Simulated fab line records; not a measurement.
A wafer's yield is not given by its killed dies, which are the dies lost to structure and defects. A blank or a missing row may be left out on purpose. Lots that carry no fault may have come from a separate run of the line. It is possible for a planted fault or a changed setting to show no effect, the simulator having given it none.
2 desks looking at one fault + flow berkeleyCmos170 + what lay behind the numbers comes last; until then each desk has only its own

== THE METROLOGY DESK ==
Means of the sampled wafers that have a number, per lot and without regard to the tool the lot ran on: this is what the gauges read. The brackets show how far a lot's mean lies from the usual mean; more than 4 standard deviations puts the lot out of limits, marked OUT. Only the readings that lie furthest out on some lot appear, 7 of the 11 it has.
Columns: A = PVT_OVL at UCB170_PVT_OVL_MEAS_06, usual 0 nm; B = GATE_OXIDE_THK at UCB170_GATE_THK_MEAS_02, usual 6.63 nm; C = GATE_POLY_THK at UCB170_GATE_THK_MEAS_05, usual 214.8 nm; D = cdNm at UCB170_GATE_CD_MEAS_12, usual 350.2 nm; E = GATE_OVL at UCB170_GATE_OVL_MEAS_13, usual 1 nm; F = cdNm at UCB170_GATE_CD_MEAS_90, usual 350.2 nm; G = PLDD_TW at UCB170_PLDD_TW_MEAS_11, usual 1015
| lot  | first seen here | A  | B    | C     | D     | E   | F     | G    |
|------|-----------------|----|------|-------|-------|-----|-------|------|
| L584 | day 5 12:14     | -6 | 6.74 | 215.3 | 354.0 | 7   | 353.5 | 994  |
| L585 | day 5 12:34     | 1  | 6.70 | 211.0 | 352.9 | -10 | 352.4 | 1031 |
| L593 | day 7 12:37     | -6 | 6.80 | 213.9 | 350.3 | 4   | 350.6 | 1021 |
| L595 | day 7 12:53     | 5  | 6.85 | 215.8 | 351.0 | -7  | 351.5 | 1020 |
| L599 | day 8 21:50     | 8  | 6.67 | 217.1 | 349.1 | -4  | 348.6 | 989  |
| L607 | day 10 16:47    | 2  | 6.66 | 216.0 | 347.4 | 2   | 347.8 | 1001 |
This desk's finding: nothing out of limits on any of the 6 lots.

== THE TOOL OWNER'S DESK: furnace-03 ==
The tool's own readings at UCB170_GATE_ANNEAL_03 (time 1800 s): means of the sampled wafers that have a number, for each lot that ran on this tool. The brackets show how far a lot's mean lies from the usual mean; more than 4 standard deviations puts the lot out of limits, marked OUT.
Columns: A = spikeTcSourceC at UCB170_GATE_ANNEAL_03, usual 926 C; B = tube_center_temp_C_max at UCB170_GATE_ANNEAL_03, usual 902.3; C = zonePowerLoadPct at UCB170_GATE_ANNEAL_03, usual 28.2 %
| lot  | first seen here | A   | B     | C    |
|------|-----------------|-----|-------|------|
| L584 | day 5 20:42     | 923 | 902.5 | 28.7 |
| L585 | day 5 20:42     | 923 | 902.3 | 28.9 |
| L593 | day 8 01:37     | 922 | 902.3 | 28.7 |
| L595 | day 8 01:37     | 923 | 902.4 | 28.8 |
This desk's finding: nothing out of limits on any of the 4 lots.

== BROUGHT TOGETHER ==
Metrology desk: nothing out of limits seen.
The desk of the tool owner found nothing out of limits.

== WHAT WAS PUT IN BY THE SIMULATOR ==
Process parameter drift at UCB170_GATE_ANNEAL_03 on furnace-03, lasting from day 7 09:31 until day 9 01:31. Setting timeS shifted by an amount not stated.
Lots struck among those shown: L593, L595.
